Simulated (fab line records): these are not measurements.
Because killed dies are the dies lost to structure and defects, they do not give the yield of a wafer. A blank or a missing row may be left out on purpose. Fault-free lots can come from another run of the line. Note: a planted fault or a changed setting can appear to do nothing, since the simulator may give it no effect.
Split-lot trial | flow berkeley_cmos170 | 23 wafers read from 5 lots, route of 331 steps

## THE SPLIT
At UCB170_PFIELD_IMPLANT_07, the setting dose_cm2 was moved away from the recipe's 2e+13 on 9 of the 23 wafers read, by -5.2% to -3.0%. All remaining wafers had this setting at the recipe value.

## FROM THE SPLIT TO THE READING: what the file shows between them, 1 step
- UCB170_PFIELD_STRIP_08: strips in O2

## THE READING
PFIELD_TW, at UCB170_PFIELD_TW_MEAS_09. A value of 602 with a standard deviation of 4.3 is what fault-free wafers of this fab line usually give.

wafer  | tool, chamber at the split | dose_cm2 as run | against the recipe | PFIELD_TW | against lot-mates on the recipe
L075.1 | implanter-04, 0            | 2e+13           | recipe             | 598       | -
L075.2 | implanter-04, 0            | 1.94e+13        | -3.0%              | 595       | -4
L075.3 | implanter-04, 0            | 1.94e+13        | -3.0%              | 597       | -2
L075.4 | implanter-04, 0            | 1.94e+13        | -3.0%              | 594       | -4
L075.5 | implanter-04, 0            | 2e+13           | recipe             | 599       | -
L076.1 | implanter-01, 0            | 2e+13           | recipe             | 600       | -
L076.4 | implanter-01, 0            | 2e+13           | recipe             | 604       | -
L076.6 | implanter-01, 0            | 2e+13           | recipe             | 603       | -
L077.1 | implanter-04, 0            | 2e+13           | recipe             | 610       | -
L077.2 | implanter-04, 0            | 2e+13           | recipe             | 610       | -
L077.3 | implanter-04, 0            | 2e+13           | recipe             | 610       | -
L077.5 | implanter-04, 0            | 2e+13           | recipe             | 610       | -
L077.6 | implanter-04, 0            | 2e+13           | recipe             | 608       | -
L081.1 | implanter-02, 0            | 2e+13           | recipe             | 605       | -
L081.2 | implanter-02, 0            | 1.896e+13       | -5.2%              | 596       | -10
L081.3 | implanter-02, 0            | 1.896e+13       | -5.2%              | 595       | -11
L081.4 | implanter-02, 0            | 1.896e+13       | -5.2%              | 596       | -10
L081.5 | implanter-02, 0            | 2e+13           | recipe             | 607       | -
L083.1 | implanter-04, 0            | 2e+13           | recipe             | 598       | -
L083.2 | implanter-04, 0            | 1.93e+13        | -3.5%              | 594       | -4
L083.4 | implanter-04, 0            | 1.93e+13        | -3.5%              | 592       | -6
L083.5 | implanter-04, 0            | 2e+13           | recipe             | 598       | -
L083.6 | implanter-04, 0            | 1.93e+13        | -3.5%              | 591       | -7

FIT RESULTS
A straight line over all 23 wafers: PFIELD_TW changes by +2.25 for each +1% of dose_cm2; r = +0.72; the points scatter about the line by 4.5.
The same after taking each lot's own level away (the mean of its wafers on the recipe; 23 wafers): +1.77 for each +1%; r = +0.93; scatter 1.4.
According to that fit, moving dose_cm2 by its largest amount changes the reading by 9.2.
The span of the lots' own levels, 598.0 to 609.6, comes to 2.7 times the standard deviation stated above.
So the lot-to-lot level blurs the effect unless lot-mates are compared.
Check: -8.76 against its lot-mates is what the line predicts for one of the wafers moved furthest among these (-5.2%) when that wafer is left out of the fit. It came out at -10 against them.

## OTHER SPLITS APPLIED TO THESE WAFERS
Note: prior to the reading, these wafers also went through further splits. Each is held against what the fit with the lots' levels taken away leaves over:
other split on the same wafers       | wafers away from the commonest value | r with PFIELD_TW (lot level and that fit taken away)
UCB170_START_OXIDATION_02 ox_time_s  | 15                                   | -0.24
UCB170_ZERO_STRIP_07 o2_flow_sccm    | 8                                    | +0.18
UCB170_PWELL_COAT_08 resist_thk_nm   | 11                                   | -0.27
UCB170_PWELL_EXPOSE_10 dose_mj       | 5                                    | +0.02
UCB170_WELLDRIVE_OXIDATION_01 temp_c | 15                                   | +0.16
UCB170_ACTIVE_COAT_08 spin_rpm       | 11                                   | -0.11
UCB170_ACTIVE_STRIP_16 power_w       | 7                                    | +0.30

## FILE'S OWN FIT
PFIELD_TW changes by +1.7 for each +1% of dose_cm2, r = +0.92.
